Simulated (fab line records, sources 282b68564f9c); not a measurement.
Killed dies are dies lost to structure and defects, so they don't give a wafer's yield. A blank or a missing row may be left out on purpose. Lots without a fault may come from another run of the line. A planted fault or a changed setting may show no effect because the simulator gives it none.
Split-lot experiment | flow rit_cmos | 5 lots, 23 wafers read, on a route of 202 steps

THE SPLIT
At RIT_PWELL_IMPLANT_08, the setting energy_kev was moved away from the recipe's 170 on 6 of the 23 wafers read, by -4.1% to +5.8%. The other wafers ran this setting at the recipe's value.

The reading is taken at the split's own step.

THE READING
implant.drp_nm (the simulator's own value, which no gauge read), in nm, at RIT_PWELL_IMPLANT_08. The file gives no usual value for it.

wafer  | tool, chamber at the split | energy_kev as run | against the recipe | implant.drp_nm, nm | against lot-mates on the recipe
L075.1 | implanter-01, 0            | 163.1             | -4.1%              | 101.4              | -1.5
L075.2 | implanter-01, 0            | 163.1             | -4.1%              | 101.4              | -1.5
L075.6 | implanter-01, 0            | 163.1             | -4.1%              | 101.4              | -1.5
L075.4 | implanter-01, 0            | 170               | recipe             | 102.9              | -
L075.5 | implanter-01, 0            | 170               | recipe             | 102.9              | -
L078.1 | implanter-03, 0            | 179.9             | +5.8%              | 104.5              | +1.6
L078.3 | implanter-03, 0            | 179.9             | +5.8%              | 104.5              | +1.6
L078.6 | implanter-03, 0            | 179.9             | +5.8%              | 104.5              | +1.6
L078.2 | implanter-03, 0            | 170               | recipe             | 102.9              | -
L078.5 | implanter-03, 0            | 170               | recipe             | 102.9              | -
L080.1 | implanter-02, 0            | 170               | recipe             | 102.9              | -
L080.2 | implanter-02, 0            | 170               | recipe             | 102.9              | -
L080.3 | implanter-02, 0            | 170               | recipe             | 102.9              | -
L080.4 | implanter-02, 0            | 170               | recipe             | 102.9              | -
L080.5 | implanter-02, 0            | 170               | recipe             | 102.9              | -
L081.1 | implanter-03, 0            | 170               | recipe             | 102.9              | -
L081.2 | implanter-03, 0            | 170               | recipe             | 102.9              | -
L081.3 | implanter-03, 0            | 170               | recipe             | 102.9              | -
L081.5 | implanter-03, 0            | 170               | recipe             | 102.9              | -
L081.6 | implanter-03, 0            | 170               | recipe             | 102.9              | -
L082.1 | implanter-03, 0            | 170               | recipe             | 102.9              | -
L082.3 | implanter-03, 0            | 170               | recipe             | 102.9              | -
L082.6 | implanter-03, 0            | 170               | recipe             | 102.9              | -

THE FIT
A straight line over all 23 wafers: implant.drp_nm changes by +0.308 nm for each +1% of energy_kev; r = +0.99; the points scatter about the line by 0.1 nm.
The same after taking each lot's own level away (the mean of its wafers on the recipe; 23 wafers): +0.308 nm for each +1%; r = +0.99; scatter 0.1 nm.
On that fit, the largest move of energy_kev shifts the reading by 1.8 nm.
The lots' own levels span 102.90 to 102.90 nm.
So the lot-to-lot level changes the slope little: the two slopes agree.
Check: with one of the wafers moved furthest among these (+5.8%) left out of the fit, the line predicts +1.78 nm for it against its lot-mates. It came out at +1.6 nm against them.

OTHER SPLITS ON THESE WAFERS
These wafers also went through other splits before the reading. Each is held against what the fit with the lots' levels taken away leaves over:
other split on the same wafers  | wafers away from the commonest value | r with implant.drp_nm (lot level and that fit taken away)
RIT_ACTIVE_OXIDATION_01 temp_c  | 18                                   | +0.15
RIT_ACTIVE_ETCH_13 time_s       | 4                                    | -0.26
RIT_FOX2_WET_ETCH_03 time_s     | 15                                   | +0.56
RIT_NWELL_IMPLANT_08 energy_kev | 10                                   | -0.40

THE WHOLE CHAIN: every reading that the file lists as answering this split, in the file's order
step                 | what it does | reading                                                         | change (the file's fit)               | r (the file's)
RIT_PWELL_IMPLANT_08 |              | implant.rp_nm (the simulator's own value, which no gauge read)  | +3.59 nm for each +1% of the setting  | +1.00
RIT_PWELL_IMPLANT_08 |              | implant.drp_nm (the simulator's own value, which no gauge read) | +0.305 nm for each +1% of the setting | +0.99

THE FILE'S OWN FIT
implant.drp_nm changes by +0.305 nm for each +1% of energy_kev, r = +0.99.
